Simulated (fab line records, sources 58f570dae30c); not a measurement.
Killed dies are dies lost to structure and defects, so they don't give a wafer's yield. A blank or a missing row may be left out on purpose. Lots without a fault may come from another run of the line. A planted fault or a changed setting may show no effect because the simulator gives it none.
One fault seen from 2 desks | flow berkeley_cmos170 | each desk has only its own numbers; what lay behind them comes last

THE METROLOGY DESK
What the gauges read, lot by lot, whatever tool the lot ran on: means of the sampled wafers that have a number. A lot is out of limits, marked OUT, if its mean lies more than 4 standard deviations from the usual mean; the brackets give that distance.
Columns: A = M1_AL_RS at UCB170_M1_RS_MEAS_01, usual 0.0484 ohm/sq; B = M1_AL_THK at UCB170_M1_THK_MEAS_02, usual 600 nm; C = cd_nm at UCB170_M1_CD_MEAS_09, usual 699.9 nm; D = M1_OVL at UCB170_M1_OVL_MEAS_10, usual 2 nm
lot  | first seen here | A      | B   | C     | D
L124 | day 7 02:32     | 0.0482 | 601 | 699.4 | -2
L130 | day 8 07:41     | 0.0482 | 600 | 698.4 | 7
L141 | day 10 15:25    | 0.0484 | 602 | 699.8 | 3
L142 | day 10 17:03    | 0.0486 | 600 | 700.4 | 3
L143 | day 11 01:00    | 0.0489 | 591 | 700.6 | 2
L144 | day 11 03:23    | 0.0485 | 602 | 700.5 | 2
This desk's finding: nothing out of limits on any of the 6 lots.

THE TOOL OWNER'S DESK: rie_metal-01
The tool's own readings at UCB170_M1_METAL_ETCH_12 (etches Al in Cl2/BCl3, stops on PSG, target depth 780 nm, time 130 s): means of the sampled wafers that have a number, for each lot that ran on this tool. A lot is out of limits, marked OUT, if its mean lies more than 4 standard deviations from the usual mean; the brackets give that distance.
Columns: A = drypump_motor_current_A at UCB170_M1_METAL_ETCH_12, usual 5.6 A; B = oes_product_au at UCB170_M1_METAL_ETCH_12, usual 0.863 a.u.; C = run_length_s at UCB170_M1_METAL_ETCH_12, usual 158.6 s; D = throttle_valve_pct at UCB170_M1_METAL_ETCH_12, usual 24.26 %
lot  | first seen here | A   | B     | C                | D
L124 | day 7 04:10     | 5.2 | 0.851 | 158.8            | 24.12
L142 | day 10 18:42    | 5.4 | 0.896 | 152.8 (-15) OUT  | 24.09
L143 | day 11 02:13    | 5.2 | 0.863 | 155.7 (-7.6) OUT | 24.05
This desk's finding: out of limits on L142, L143; first on L142, day 10 18:42 (run_length_s at UCB170_M1_METAL_ETCH_12). In limits: L124.

PUT TOGETHER
The tool owner's desk could have raised an alarm at day 10 18:42, on L142, L143.
The metrology desk saw nothing out of limits.
The metrology desk has L142, L143 on record, within its limits.
Of the lots named, all ran UCB170_M1_METAL_ETCH_12 on rie_metal-01.

WHAT THE SIMULATOR HAD PUT IN
Process parameter drift: rie_metal-01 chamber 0, from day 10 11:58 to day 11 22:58, at UCB170_M1_METAL_ETCH_12. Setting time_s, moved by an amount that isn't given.
Lots struck among those shown: L142, L143.
Hours from the fault's start to each desk's first reading out of limits: the tool owner's desk, 7.
